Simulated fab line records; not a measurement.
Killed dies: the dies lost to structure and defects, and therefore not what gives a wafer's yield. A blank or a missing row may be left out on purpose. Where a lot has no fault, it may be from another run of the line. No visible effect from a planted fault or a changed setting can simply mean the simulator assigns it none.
Split-lot experiment / flow berkeley_cmos170 / 5 lots, 27 wafers read, on a route of 331 steps

## ON THE SPLIT
At UCB170_PWELL_OXIDATION_02 (target thk 26.4 nm, ox time 1260 s), the setting ox_time_s was moved away from the recipe's 1260 s on 6 of the 27 wafers read, by +25.2%. The other wafers ran this setting at the recipe's value.

No step appears in the file between the split and the reading.

## THE READING
PWELL_OXIDE_THK, in nm, at UCB170_PWELL_THK_MEAS_03. Typical for fault-free wafers on this fab line: 26.5 nm, with standard deviation 0.48 nm.

wafer=L074.1; tool, chamber at the split=-, -; ox_time_s as run, s=1260; against the recipe=recipe; PWELL_OXIDE_THK, nm=26.6; against lot-mates on the recipe=-
wafer=L074.2; tool, chamber at the split=-, -; ox_time_s as run, s=1260; against the recipe=recipe; PWELL_OXIDE_THK, nm=26.4; against lot-mates on the recipe=-
wafer=L074.3; tool, chamber at the split=-, -; ox_time_s as run, s=1260; against the recipe=recipe; PWELL_OXIDE_THK, nm=26.1; against lot-mates on the recipe=-
wafer=L074.4; tool, chamber at the split=-, -; ox_time_s as run, s=1260; against the recipe=recipe; PWELL_OXIDE_THK, nm=26.3; against lot-mates on the recipe=-
wafer=L074.5; tool, chamber at the split=-, -; ox_time_s as run, s=1260; against the recipe=recipe; PWELL_OXIDE_THK, nm=26.9; against lot-mates on the recipe=-
wafer=L074.6; tool, chamber at the split=-, -; ox_time_s as run, s=1260; against the recipe=recipe; PWELL_OXIDE_THK, nm=26.2; against lot-mates on the recipe=-
wafer=L080.1; tool, chamber at the split=-, -; ox_time_s as run, s=1578; against the recipe=+25.2%; PWELL_OXIDE_THK, nm=29.3; against lot-mates on the recipe=no lot-mate on the recipe
wafer=L080.2; tool, chamber at the split=-, -; ox_time_s as run, s=1578; against the recipe=+25.2%; PWELL_OXIDE_THK, nm=28.7; against lot-mates on the recipe=no lot-mate on the recipe
wafer=L080.3; tool, chamber at the split=-, -; ox_time_s as run, s=1578; against the recipe=+25.2%; PWELL_OXIDE_THK, nm=28.9; against lot-mates on the recipe=no lot-mate on the recipe
wafer=L080.4; tool, chamber at the split=-, -; ox_time_s as run, s=1578; against the recipe=+25.2%; PWELL_OXIDE_THK, nm=29.3; against lot-mates on the recipe=no lot-mate on the recipe
wafer=L080.5; tool, chamber at the split=-, -; ox_time_s as run, s=1578; against the recipe=+25.2%; PWELL_OXIDE_THK, nm=29.0; against lot-mates on the recipe=no lot-mate on the recipe
wafer=L080.6; tool, chamber at the split=-, -; ox_time_s as run, s=1578; against the recipe=+25.2%; PWELL_OXIDE_THK, nm=29.1; against lot-mates on the recipe=no lot-mate on the recipe
wafer=L081.1; tool, chamber at the split=-, -; ox_time_s as run, s=1260; against the recipe=recipe; PWELL_OXIDE_THK, nm=26.4; against lot-mates on the recipe=-
wafer=L081.2; tool, chamber at the split=-, -; ox_time_s as run, s=1260; against the recipe=recipe; PWELL_OXIDE_THK, nm=26.7; against lot-mates on the recipe=-
wafer=L081.3; tool, chamber at the split=-, -; ox_time_s as run, s=1260; against the recipe=recipe; PWELL_OXIDE_THK, nm=26.8; against lot-mates on the recipe=-
wafer=L081.4; tool, chamber at the split=-, -; ox_time_s as run, s=1260; against the recipe=recipe; PWELL_OXIDE_THK, nm=26.3; against lot-mates on the recipe=-
wafer=L081.5; tool, chamber at the split=-, -; ox_time_s as run, s=1260; against the recipe=recipe; PWELL_OXIDE_THK, nm=26.6; against lot-mates on the recipe=-
wafer=L081.6; tool, chamber at the split=-, -; ox_time_s as run, s=1260; against the recipe=recipe; PWELL_OXIDE_THK, nm=26.2; against lot-mates on the recipe=-
wafer=L084.1; tool, chamber at the split=-, -; ox_time_s as run, s=1260; against the recipe=recipe; PWELL_OXIDE_THK, nm=27.2; against lot-mates on the recipe=-
wafer=L084.2; tool, chamber at the split=-, -; ox_time_s as run, s=1260; against the recipe=recipe; PWELL_OXIDE_THK, nm=26.9; against lot-mates on the recipe=-
wafer=L084.3; tool, chamber at the split=-, -; ox_time_s as run, s=1260; against the recipe=recipe; PWELL_OXIDE_THK, nm=27.3; against lot-mates on the recipe=-
wafer=L084.4; tool, chamber at the split=-, -; ox_time_s as run, s=1260; against the recipe=recipe; PWELL_OXIDE_THK, nm=27.0; against lot-mates on the recipe=-
wafer=L084.5; tool, chamber at the split=-, -; ox_time_s as run, s=1260; against the recipe=recipe; PWELL_OXIDE_THK, nm=26.9; against lot-mates on the recipe=-
wafer=L084.6; tool, chamber at the split=-, -; ox_time_s as run, s=1260; against the recipe=recipe; PWELL_OXIDE_THK, nm=27.1; against lot-mates on the recipe=-
wafer=L085.2; tool, chamber at the split=furnace-04, 0; ox_time_s as run, s=1260; against the recipe=recipe; PWELL_OXIDE_THK, nm=26.6; against lot-mates on the recipe=-
wafer=L085.3; tool, chamber at the split=furnace-04, 0; ox_time_s as run, s=1260; against the recipe=recipe; PWELL_OXIDE_THK, nm=26.2; against lot-mates on the recipe=-
wafer=L085.4; tool, chamber at the split=furnace-04, 0; ox_time_s as run, s=1260; against the recipe=recipe; PWELL_OXIDE_THK, nm=26.9; against lot-mates on the recipe=-

THE FIT
A straight line over all 27 wafers: PWELL_OXIDE_THK changes by +0.0952 nm for each +1% of ox_time_s; r = +0.95; the points scatter about the line by 0.34 nm.
Too few moved wafers have a lot-mate on the recipe to fit a line with each lot's own level taken away.

## THE WHOLE CHAIN: every reading that the file lists as answering this split, in the file's order
step=UCB170_PWELL_OXIDATION_02; what it does=target thk 26.4 nm, ox time 1260 s; reading=SiO2_of_PWELL_OXIDATION_02.thk_nm (the simulator's own value, which no gauge read); change (the file's fit)=+0.0953 nm for each +1% of the setting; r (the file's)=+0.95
step=UCB170_PWELL_THK_MEAS_03; what it does=; reading=PWELL_OXIDE_THK; change (the file's fit)=+0.096 for each +1% of the setting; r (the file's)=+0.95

## FILE'S OWN FIT
PWELL_OXIDE_THK changes by +0.096 nm for each +1% of ox_time_s, r = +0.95.
